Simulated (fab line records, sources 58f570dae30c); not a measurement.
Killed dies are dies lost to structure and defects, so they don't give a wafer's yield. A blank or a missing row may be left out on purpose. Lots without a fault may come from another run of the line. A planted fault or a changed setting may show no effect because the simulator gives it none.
Split-lot experiment | flow berkeley_cmos170 | 5 lots, 23 wafers read, on a route of 331 steps

THE SPLIT
At UCB170_CONTACT_CVD_01 (deposits PSG from SiH4/O2/PH3, target thk 700 nm, time 2820 s), the setting o2_flow_sccm was moved away from the recipe's 90 sccm on 15 of the 23 wafers read, by -13.7% to +7.0%. The other wafers ran this setting at the recipe's value.

The file shows no step between the split and the reading.

THE READING
CONTACT_PSG_THK, in nm, at UCB170_CONTACT_THK_MEAS_02. Fault-free wafers of this fab line usually give 702 nm, standard deviation 8.9 nm.

wafer  | tool, chamber at the split | o2_flow_sccm as run, sccm | against the recipe | CONTACT_PSG_THK, nm | against lot-mates on the recipe
L074.1 | lpcvd-01, 1                | 90                        | recipe             | 689                 | -
L074.5 | lpcvd-01, 1                | 90                        | recipe             | 687                 | -
L074.6 | lpcvd-01, 1                | 90                        | recipe             | 687                 | -
L075.1 | -, -                       | 83.36                     | -7.4%              | 679                 | no lot-mate on the recipe
L075.2 | -, -                       | 83.36                     | -7.4%              | 677                 | no lot-mate on the recipe
L075.4 | -, -                       | 83.36                     | -7.4%              | 676                 | no lot-mate on the recipe
L075.5 | -, -                       | 83.36                     | -7.4%              | 676                 | no lot-mate on the recipe
L075.6 | -, -                       | 83.36                     | -7.4%              | 675                 | no lot-mate on the recipe
L078.1 | -, -                       | 96.26                     | +7.0%              | 734                 | no lot-mate on the recipe
L078.2 | -, -                       | 96.26                     | +7.0%              | 731                 | no lot-mate on the recipe
L078.3 | -, -                       | 96.26                     | +7.0%              | 733                 | no lot-mate on the recipe
L078.4 | -, -                       | 96.26                     | +7.0%              | 736                 | no lot-mate on the recipe
L078.6 | -, -                       | 96.26                     | +7.0%              | 732                 | no lot-mate on the recipe
L080.1 | -, -                       | 90                        | recipe             | 700                 | -
L080.2 | -, -                       | 90                        | recipe             | 709                 | -
L080.3 | -, -                       | 90                        | recipe             | 707                 | -
L080.5 | -, -                       | 90                        | recipe             | 704                 | -
L080.6 | -, -                       | 90                        | recipe             | 705                 | -
L085.1 | -, -                       | 77.71                     | -13.7%             | 643                 | no lot-mate on the recipe
L085.3 | -, -                       | 77.71                     | -13.7%             | 648                 | no lot-mate on the recipe
L085.4 | -, -                       | 77.71                     | -13.7%             | 652                 | no lot-mate on the recipe
L085.5 | -, -                       | 77.71                     | -13.7%             | 642                 | no lot-mate on the recipe
L085.6 | -, -                       | 77.71                     | -13.7%             | 647                 | no lot-mate on the recipe

THE FIT
A straight line over all 23 wafers: CONTACT_PSG_THK changes by +4.04 nm for each +1% of o2_flow_sccm; r = +0.98; the points scatter about the line by 6.7 nm.
Too few moved wafers have a lot-mate on the recipe to fit a line with each lot's own level taken away.

THE WHOLE CHAIN: every reading that the file lists as answering this split, in the file's order
step                       | what it does                                                         | reading                                                                       | change (the file's fit)              | r (the file's)
UCB170_CONTACT_CVD_01      | deposits PSG from SiH4/O2/PH3, target thk 700 nm, time 2820 s        | PSG_of_CONTACT_CVD_01.thk_nm (the simulator's own value, which no gauge read) | +4.09 nm for each +1% of the setting | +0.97
UCB170_CONTACT_THK_MEAS_02 |                                                                      | CONTACT_PSG_THK                                                               | +4.05 for each +1% of the setting    | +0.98
UCB170_M1_METAL_ETCH_12    | etches Al in Cl2/BCl3, stops on PSG, target depth 780 nm, time 130 s | PSG_of_CONTACT_CVD_01.thk_nm (the simulator's own value, which no gauge read) | +4.18 nm for each +1% of the setting | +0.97

THE FILE'S OWN FIT
CONTACT_PSG_THK changes by +4.05 nm for each +1% of o2_flow_sccm, r = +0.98.
